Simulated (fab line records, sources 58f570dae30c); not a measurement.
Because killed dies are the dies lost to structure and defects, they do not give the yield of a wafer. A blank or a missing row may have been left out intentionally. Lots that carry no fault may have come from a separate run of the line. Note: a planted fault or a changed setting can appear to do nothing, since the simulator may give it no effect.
Comparing a struck lot with a sound one + flow berkeleyCmos170 + 14 out of 331 route steps
Sound: the wafers L806.1, L806.3, L806.6. Struck: wafers L814.1, L814.3, L814.4. The cause comes at the end.
Order at every step that has rows: each side's tool, ch and its chambers, its first start. Under that, the readings that differ: sound wafers + struck wafers + difference of the means + sigmas: that difference in standard deviations of wafers without a fault.
alike: words and numbers the same on both sides, and readings whose means are apart by under 2 such deviations; not compared: readings that were withheld, readings missing a value for some wafer, numbers with overlapping values and no deviation given by the record, and bounds like >300 which may hide the same value.
Wherever a step has rows on one side only, a row that says differs or no value, or a row with sigmas, the two part there. When numbers do not overlap yet have no deviation, they are printed without sigmas and do not part them. Lack of a reading on every wafer of one side parts them only where that side has two or more wafers.

UCB170_M2_METAL_ETCH_18: etches Al in Cl2/BCl3, stops on SiO2, target depth 1170 nm, time 195 s.
  sound on rieMetal-02 ch 0,1, day 10 00:05; struck on rieMetal-02 ch 0, day 11 03:17
  alike: drypumpMotorCurrentA, oesProductAu, throttleValvePct
  not compared: rfHoursCounterH
UCB170_M2_STRIP_19: strips in O2.
  sound on plasmaAsher-03 ch 0,1, day 10 00:17; struck on plasmaAsher-04 ch 0,1, day 11 03:40
| reading                  | sound       | struck      | difference | sigmas |
|--------------------------|-------------|-------------|------------|--------|
| drypumpMotorCurrentA (A) | 5.1 5.1 5.7 | 6.6 6.5 6.6 | +1.3       | +2     |
  alike: oesProductAu
  not compared: rfHoursCounterH
UCB170_M2_CD_MEAS_90: the cd target is 700 nm.
  struck on cdSem-01, day 11 03:46; sound on cdSem-02, day 10 00:23
  alike: cdNm
UCB170_V2_CVD_00: deposits SiO2 from TEOS/O2, target thk 2000 nm, time 250 s.
  sound on pecvd-01 ch 0,1,2, day 10 00:30; struck on pecvd-04 ch 0,2, day 11 03:53
  alike: heaterPowerW
UCB170_V2_THK_MEAS_01:
  struck on filmMetro-02, day 11 04:02; sound on filmMetro-04, day 10 00:40
  alike: V2_TEOS_THK
UCB170_V2_CMP_02: polishes SiO2.
  sound on cmp-02 ch 1,2,3, day 10 00:49; struck on cmp-02 ch 0,2,3, day 11 04:06
  alike: motorCurrentA
UCB170_V2_BOW_MEAS_03:
  struck on filmMetro-04, day 11 04:24; sound on filmMetro-02, day 10 01:01
  alike: V2_BOW
UCB170_V2_THK_MEAS_04:
  struck on filmMetro-04, day 11 04:31; sound on filmMetro-02, day 10 01:08
  alike: V2_POLISHED_THK
then, 4 steps without rows for these wafers: UCB170_V2_CLEAN_05 (cleans in DIW); UCB170_V2_HMDS_06 (prime time 60 s); UCB170_V2_COAT_07 (resist thk 900 nm); UCB170_V2_SOFTBAKE_08 (time 60 s).
UCB170_V2_EXPOSE_09: exposes mask VIA2, target cd 700 nm.
  struck on krfScanner-02, day 11 06:05; sound on krfScanner-02 ch 0, day 10 04:03
  no value came back on the struck wafers for exposureDoseMJCm2, focusOffsetNm (nm); on the sound wafers exposureDoseMJCm2 reads 36.94 36.94 36.94
  alike: mask
next, for these wafers, 1 step has no rows: UCB170_V2_PEB_10.

## WHERE THEY PART
First at UCB170_M2_STRIP_19; last, within this record, at UCB170_V2_EXPOSE_09.

WHY: the cause the simulator had injected
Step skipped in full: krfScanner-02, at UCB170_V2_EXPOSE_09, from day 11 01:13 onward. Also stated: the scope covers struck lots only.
